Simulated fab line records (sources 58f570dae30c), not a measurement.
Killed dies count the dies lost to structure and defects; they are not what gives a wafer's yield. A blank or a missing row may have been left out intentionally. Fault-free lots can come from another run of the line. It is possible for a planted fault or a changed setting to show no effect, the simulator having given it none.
Problem report, 8D (eight disciplines) form, completed by code | flow berkeley cmos170 | the parts of the form that need people (team, actions taken, sign-off) are left out

## 1. THE PROBLEM
cd nm at UCB170_M2_CD_MEAS_90 reads a mean of 675 nm on 3 wafers of 2 lots; wafers without a fault read 699 nm with a standard deviation of 3.6. That is -6.7 standard deviations from the usual mean.
The step: target cd 700 nm.
First seen on wafer L250.5, day 11 07:55, on cd sem-02. Wafers with a number at this step in the record: 42, from 14 lots. Rule for "out", or "out of limits": more than 4 standard deviations from the usual mean. The other wafers with a number count as sound.

## 2. WHAT IT IS; WHAT IT IS NOT
question                    | is                     | is not
which readings at this step | cd nm                  | -
which lots                  | L250, L254             | L239, L241, L242, L243, L244, L245, L246, L248, L251, L259, L260, L262
which wafers of those lots  | L250.5, L254.1, L254.6 | L250.1, L250.6, L254.2
read on which gauges        | cd sem-02              | cd sem-01
when                        | from day 11 07:55      | up to then (29 sound wafers); but 10 sound wafers of L254, L259, L260, L262 came after

## 3. WHAT RULES OUT EACH SUSPECT
Counting: a tool at a process step up to the reading stays a suspect if it ran every lot that is out. Sound lots after the first of them don't rule it out here, since some wafers of a struck lot are sound.
- the gauge at UCB170_M2_CD_MEAS_90 is ruled out. All the wafers that are out were read on cd sem-02, but those of them that UCB170_M2_STRIP_19 has rows for are out there too, on other tools.
- rie metal-02 at UCB170_M2_METAL_ETCH_18 (etches Al in Cl2/BCl3, stops on SiO2, target depth 1170 nm, time 195 s): kept. Every lot that is out went through it, the first being L250 (day 11 07:38); the last sound lot it ran before that was L246 (day 10 07:01).
- The sound lot-mates ran in chamber 1 of rie metal-02 at UCB170_M2_METAL_ETCH_18, but the wafers that are out ran in chamber 0.
Left after counting: rie metal-02 at UCB170_M2_METAL_ETCH_18.

## 4. THE CAUSE (what the simulator had put in)
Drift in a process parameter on rie metal-02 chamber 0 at UCB170_M2_METAL_ETCH_18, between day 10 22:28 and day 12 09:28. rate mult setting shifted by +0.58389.
Only this tool survived the counting.

## 5. THE EFFECT CHAIN, in route order
Rows list readings where the struck wafers' mean (over those with a number) sits beyond 3 standard deviations from the usual. Only readings for which the record gives a usual standard deviation are gone through. hours: the time from each lot's start at the first step in this table that gives one to its start at this step, as a median over the lots. sigmas: the change in usual standard deviations.
hours | step                 | reading        | usual      | on struck wafers | change | sigmas
0     | UCB170_M2_STRIP_19   | oes product au | 0.537 a.u. | 0.320            | -0.217 | -14
0     | UCB170_M2_CD_MEAS_90 | cd nm          | 699 nm     | 675              | -24    | -6.7
Its process steps:
- UCB170_M2_STRIP_19: strips in O2.

## 6. HOW IT WOULD HAVE BEEN CAUGHT EARLIER
9 hours passed between the start of the fault at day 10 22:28 and the first reading out of limits at a measuring or inspecting step in this record, taken at day 11 07:55.
Tool readings at UCB170_M2_METAL_ETCH_18 with a usual standard deviation given in the record: none out on any struck wafer, hence no alarm at a limit of 4 standard deviations on them.
Among the 2 lots that are out, L254 began UCB170_M2_METAL_ETCH_18 on rie metal-02 after day 11 07:55. A hold on the tool at that time would have spared it.
